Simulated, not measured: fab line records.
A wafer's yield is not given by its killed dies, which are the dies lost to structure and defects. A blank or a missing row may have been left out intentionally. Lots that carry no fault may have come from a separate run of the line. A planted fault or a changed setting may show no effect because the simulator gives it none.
Lot-split experiment / flow rit cmos / on a route of 202 steps: 5 lots, 23 wafers read

THE SPLIT ITSELF
At RIT_NWELL_IMPLANT_08, the setting dose cm2 was moved away from the recipe's 5e+13 on 8 of the 23 wafers read, by -5.9% to +3.0%. This setting was run at the recipe's value on the other wafers.

FROM THE SPLIT TO THE READING: what the file shows between them, 4 steps
- RIT_PWELL_IMPLANT_08 (also split here: dose cm2)
- RIT_PWELL_STRIP_09: strips in O2, time 180 s
- RIT_PWELL_TW_MEAS_10
- RIT_WELLDRIVE_ANNEAL_00: time 14700 s

THE READING
NWELL_RS (ohm/sq), read at RIT_WELLDRIVE_RS_MEAS_01 with a four-point probe. Fault-free wafers of this fab line usually give 275.9 ohm/sq, standard deviation 0.78 ohm/sq.

wafer=L074.3; tool, chamber at the split=implanter-01, 0; dose cm2 as run=5e+13; against the recipe=recipe; NWELL_RS, ohm/sq=275.0; against lot-mates on the recipe=-
wafer=L074.4; tool, chamber at the split=implanter-01, 0; dose cm2 as run=5e+13; against the recipe=recipe; NWELL_RS, ohm/sq=274.6; against lot-mates on the recipe=-
wafer=L074.5; tool, chamber at the split=implanter-01, 0; dose cm2 as run=5e+13; against the recipe=recipe; NWELL_RS, ohm/sq=274.7; against lot-mates on the recipe=-
wafer=L077.1; tool, chamber at the split=implanter-04, 0; dose cm2 as run=5e+13; against the recipe=recipe; NWELL_RS, ohm/sq=274.9; against lot-mates on the recipe=-
wafer=L077.2; tool, chamber at the split=implanter-04, 0; dose cm2 as run=5.141e+13; against the recipe=+2.8%; NWELL_RS, ohm/sq=271.2; against lot-mates on the recipe=-3.7
wafer=L077.3; tool, chamber at the split=implanter-04, 0; dose cm2 as run=5e+13; against the recipe=recipe; NWELL_RS, ohm/sq=274.8; against lot-mates on the recipe=-
wafer=L077.4; tool, chamber at the split=implanter-04, 0; dose cm2 as run=5.141e+13; against the recipe=+2.8%; NWELL_RS, ohm/sq=269.7; against lot-mates on the recipe=-5.2
wafer=L077.6; tool, chamber at the split=implanter-04, 0; dose cm2 as run=5e+13; against the recipe=recipe; NWELL_RS, ohm/sq=275.0; against lot-mates on the recipe=-
wafer=L078.2; tool, chamber at the split=implanter-01, 0; dose cm2 as run=5.152e+13; against the recipe=+3.0%; NWELL_RS, ohm/sq=271.3; against lot-mates on the recipe=-5.0
wafer=L078.3; tool, chamber at the split=implanter-01, 0; dose cm2 as run=5.152e+13; against the recipe=+3.0%; NWELL_RS, ohm/sq=270.8; against lot-mates on the recipe=-5.5
wafer=L078.4; tool, chamber at the split=implanter-01, 0; dose cm2 as run=5e+13; against the recipe=recipe; NWELL_RS, ohm/sq=276.6; against lot-mates on the recipe=-
wafer=L078.5; tool, chamber at the split=implanter-01, 0; dose cm2 as run=5e+13; against the recipe=recipe; NWELL_RS, ohm/sq=275.6; against lot-mates on the recipe=-
wafer=L078.6; tool, chamber at the split=implanter-01, 0; dose cm2 as run=5e+13; against the recipe=recipe; NWELL_RS, ohm/sq=276.6; against lot-mates on the recipe=-
wafer=L080.1; tool, chamber at the split=implanter-04, 0; dose cm2 as run=4.704e+13; against the recipe=-5.9%; NWELL_RS, ohm/sq=285.6; against lot-mates on the recipe=+9.5
wafer=L080.2; tool, chamber at the split=implanter-04, 0; dose cm2 as run=5e+13; against the recipe=recipe; NWELL_RS, ohm/sq=276.2; against lot-mates on the recipe=-
wafer=L080.3; tool, chamber at the split=implanter-04, 0; dose cm2 as run=5e+13; against the recipe=recipe; NWELL_RS, ohm/sq=276.2; against lot-mates on the recipe=-
wafer=L080.4; tool, chamber at the split=implanter-04, 0; dose cm2 as run=4.704e+13; against the recipe=-5.9%; NWELL_RS, ohm/sq=285.7; against lot-mates on the recipe=+9.6
wafer=L080.5; tool, chamber at the split=implanter-04, 0; dose cm2 as run=5e+13; against the recipe=recipe; NWELL_RS, ohm/sq=275.8; against lot-mates on the recipe=-
wafer=L083.1; tool, chamber at the split=implanter-04, 0; dose cm2 as run=4.755e+13; against the recipe=-4.9%; NWELL_RS, ohm/sq=282.9; against lot-mates on the recipe=+8.5
wafer=L083.2; tool, chamber at the split=implanter-04, 0; dose cm2 as run=4.755e+13; against the recipe=-4.9%; NWELL_RS, ohm/sq=282.6; against lot-mates on the recipe=+8.2
wafer=L083.3; tool, chamber at the split=implanter-04, 0; dose cm2 as run=5e+13; against the recipe=recipe; NWELL_RS, ohm/sq=274.2; against lot-mates on the recipe=-
wafer=L083.5; tool, chamber at the split=implanter-04, 0; dose cm2 as run=5e+13; against the recipe=recipe; NWELL_RS, ohm/sq=274.9; against lot-mates on the recipe=-
wafer=L083.6; tool, chamber at the split=implanter-04, 0; dose cm2 as run=5e+13; against the recipe=recipe; NWELL_RS, ohm/sq=274.0; against lot-mates on the recipe=-

FIT RESULTS
A straight line over all 23 wafers: NWELL_RS changes by -1.63 ohm/sq for each +1% of dose cm2; r = -0.98; the points scatter about the line by 0.81 ohm/sq.
The same after taking each lot's own level away (the mean of its wafers on the recipe; 23 wafers): -1.65 ohm/sq for each +1%; r = -1.00; scatter 0.38 ohm/sq.
That fit puts the effect of the largest move of dose cm2 on the reading at 9.8 ohm/sq.
From 274.37 to 276.27 ohm/sq: that is the span of the lots' own levels, equal to 2.4 times the standard deviation above.
The two slopes are in agreement: the lot-to-lot level therefore moves the slope only a little.
Check: with one of the wafers moved furthest among these (-5.9%) left out of the fit, the line predicts +9.89 ohm/sq for it against its lot-mates. It came out at +9.53 ohm/sq against them.

ADDITIONAL SPLITS CARRIED BY THESE WAFERS
Other splits were also applied to these wafers ahead of the reading. Each is held against what the fit with the lots' levels taken away leaves over:
other split on the same wafers=RIT_ACTIVE_OXIDATION_01 ox time s; wafers away from the commonest value=18; r with NWELL_RS (lot level and that fit taken away)=-0.16
other split on the same wafers=RIT_ACTIVE_COAT_06 resist thk nm; wafers away from the commonest value=9; r with NWELL_RS (lot level and that fit taken away)=+0.13
other split on the same wafers=RIT_ACTIVE_DEVELOP_10 develop time s; wafers away from the commonest value=9; r with NWELL_RS (lot level and that fit taken away)=-0.18
other split on the same wafers=RIT_FOX1_OXIDATION_00 temp c; wafers away from the commonest value=10; r with NWELL_RS (lot level and that fit taken away)=+0.01
other split on the same wafers=RIT_NWELL_COAT_01 spin rpm; wafers away from the commonest value=5; r with NWELL_RS (lot level and that fit taken away)=+0.01
other split on the same wafers=RIT_PWELL_IMPLANT_08 dose cm2; wafers away from the commonest value=8; r with NWELL_RS (lot level and that fit taken away)=+0.22

THE FILE'S OWN FIT
NWELL_RS changes by -1.65 ohm/sq for each +1% of dose cm2, r = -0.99.
